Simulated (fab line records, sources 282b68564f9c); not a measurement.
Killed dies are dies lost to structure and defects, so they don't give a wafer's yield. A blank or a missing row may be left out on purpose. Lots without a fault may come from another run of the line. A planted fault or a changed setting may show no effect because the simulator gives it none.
Split-lot experiment | flow rit_cmos | 5 lots, 23 wafers read, on a route of 202 steps

THE SPLIT
At RIT_NLDD_IMPLANT_08, the setting energy_kev was moved away from the recipe's 20 on 10 of the 23 wafers read, by -4.7% to +4.9%. The other wafers ran this setting at the recipe's value.

FROM THE SPLIT TO THE READING: what the file shows between them, 1 step
- RIT_NLDD_STRIP_09: strips in O2, time 180 s

THE READING
NLDD_TW, at RIT_NLDD_TW_MEAS_10. Fault-free wafers of this fab line usually give 2500, standard deviation 9.5.

wafer  | tool, chamber at the split | energy_kev as run | against the recipe | NLDD_TW | against lot-mates on the recipe
L074.1 | implanter-04, 0            | 19.53             | -2.3%              | 2486    | -19
L074.2 | implanter-04, 0            | 19.53             | -2.3%              | 2483    | -22
L074.3 | implanter-04, 0            | 20                | recipe             | 2508    | -
L074.5 | implanter-04, 0            | 19.53             | -2.3%              | 2480    | -25
L074.6 | implanter-04, 0            | 20                | recipe             | 2502    | -
L076.2 | implanter-04, 0            | 20                | recipe             | 2514    | -
L076.5 | implanter-04, 0            | 20                | recipe             | 2508    | -
L076.6 | implanter-04, 0            | 20                | recipe             | 2505    | -
L080.1 | implanter-02, 0            | 20                | recipe             | 2494    | -
L080.2 | implanter-02, 0            | 20.99             | +4.9%              | 2524    | +22
L080.3 | implanter-02, 0            | 20                | recipe             | 2509    | -
L080.4 | implanter-02, 0            | 20.99             | +4.9%              | 2534    | +32
L080.5 | implanter-02, 0            | 20.99             | +4.9%              | 2534    | +32
L083.1 | implanter-03, 0            | 19.05             | -4.7%              | 2463    | -41
L083.2 | implanter-03, 0            | 20                | recipe             | 2518    | -
L083.3 | implanter-03, 0            | 20                | recipe             | 2498    | -
L083.4 | implanter-03, 0            | 19.05             | -4.7%              | 2460    | -44
L083.5 | implanter-03, 0            | 20                | recipe             | 2495    | -
L085.1 | implanter-02, 0            | 20                | recipe             | 2486    | -
L085.2 | implanter-02, 0            | 20                | recipe             | 2488    | -
L085.3 | implanter-02, 0            | 20.36             | +1.8%              | 2503    | +14
L085.4 | implanter-02, 0            | 20                | recipe             | 2493    | -
L085.6 | implanter-02, 0            | 20.36             | +1.8%              | 2512    | +23

THE FIT
A straight line over all 23 wafers: NLDD_TW changes by +6.84 for each +1% of energy_kev; r = +0.90; the points scatter about the line by 8.4.
The same after taking each lot's own level away (the mean of its wafers on the recipe; 23 wafers): +7.47 for each +1%; r = +0.94; scatter 6.7.
On that fit, the largest move of energy_kev shifts the reading by 37.
The lots' own levels span 2489.0 to 2509.0, that is 2.1 times the standard deviation above.
So the lot-to-lot level changes the slope little: the two slopes agree.
Check: with one of the wafers moved furthest among these (+4.9%) left out of the fit, the line predicts +38.7 for it against its lot-mates. It came out at +22.5 against them.

THE WHOLE CHAIN: every reading that the file lists as answering this split, in the file's order
step                | what it does | reading                                                         | change (the file's fit)                | r (the file's)
RIT_NLDD_IMPLANT_08 |              | implant.rp_nm (the simulator's own value, which no gauge read)  | +0.189 nm for each +1% of the setting  | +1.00
RIT_NLDD_IMPLANT_08 |              | implant.drp_nm (the simulator's own value, which no gauge read) | +0.0782 nm for each +1% of the setting | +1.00
RIT_NLDD_TW_MEAS_10 |              | NLDD_TW                                                         | +7.75 for each +1% of the setting      | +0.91

THE FILE'S OWN FIT
NLDD_TW changes by +7.75 for each +1% of energy_kev, r = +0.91.
